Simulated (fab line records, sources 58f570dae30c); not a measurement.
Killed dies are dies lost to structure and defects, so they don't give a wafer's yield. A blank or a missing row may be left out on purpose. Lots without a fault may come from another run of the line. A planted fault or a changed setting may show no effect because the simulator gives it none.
One fault seen from 2 desks | flow berkeley_cmos170 | each desk has only its own numbers; what lay behind them comes last

THE METROLOGY DESK
What the gauges read, lot by lot, whatever tool the lot ran on: means of the sampled wafers that have a number. A lot is out of limits, marked OUT, if its mean lies more than 4 standard deviations from the usual mean; the brackets give that distance. Of its 12 readings 7 are shown: those that lie furthest out on some lot.
Columns: A = PSD_RS at UCB170_SDANNEAL_RS_MEAS_02, usual 75.8 ohm/sq; B = NSD_RS at UCB170_SDANNEAL_RS_MEAS_03, usual 36.96 ohm/sq; C = SILICIDE_TI_THK at UCB170_SILICIDE_THK_MEAS_03, usual 29.92 nm; D = CONTACT_PSG_THK at UCB170_CONTACT_THK_MEAS_02, usual 703 nm; E = cd_nm at UCB170_CONTACT_CD_MEAS_90, usual 699.6 nm; F = M1_AL_RS at UCB170_M1_RS_MEAS_01, usual 0.0483 ohm/sq; G = M1_AL_THK at UCB170_M1_THK_MEAS_02, usual 602 nm
lot  | first seen here | A    | B     | C     | D   | E     | F      | G
L534 | day 10 07:10    | 76.4 | 36.97 | 29.67 | 697 | 701.4 | 0.0482 | 607
L535 | day 10 10:25    | 75.8 | 36.91 | 29.49 | 700 | 698.8 | 0.0481 | 598
L537 | day 11 10:22    | 76.1 | 36.98 | 29.95 | 709 | 698.7 | 0.0477 | 611
L538 | day 11 16:16    | 75.7 | 36.93 | 29.80 | 713 | 700.4 | 0.0476 | 612
L542 | day 12 02:21    | 75.7 | 36.85 | 30.03 | 694 | 699.2 | 0.0487 | 598
L546 | day 13 05:09    | 76.0 | 36.92 | 30.19 | 703 | 699.5 | 0.0486 | 599
This desk's finding: nothing out of limits on any of the 6 lots.

THE TOOL OWNER'S DESK: rtp_anneal-01
The tool's own readings at UCB170_SILICIDE_RTA_04 (time 15 s): means of the sampled wafers that have a number, for each lot that ran on this tool. A lot is out of limits, marked OUT, if its mean lies more than 4 standard deviations from the usual mean; the brackets give that distance.
Columns: A = lamp_power_pct at UCB170_SILICIDE_RTA_04, usual 11.6 %; B = wafer_temp_C_max at UCB170_SILICIDE_RTA_04, usual 652.9
lot  | first seen here | A    | B
L534 | day 10 07:55    | 10.9 | 652.8
L535 | day 10 11:09    | 10.9 | 653.2
L537 | day 11 11:07    | 10.9 | 653.2
This desk's finding: nothing out of limits on any of the 3 lots.

PUT TOGETHER
The metrology desk saw nothing out of limits.
The tool owner's desk saw nothing out of limits.

WHAT THE SIMULATOR HAD PUT IN
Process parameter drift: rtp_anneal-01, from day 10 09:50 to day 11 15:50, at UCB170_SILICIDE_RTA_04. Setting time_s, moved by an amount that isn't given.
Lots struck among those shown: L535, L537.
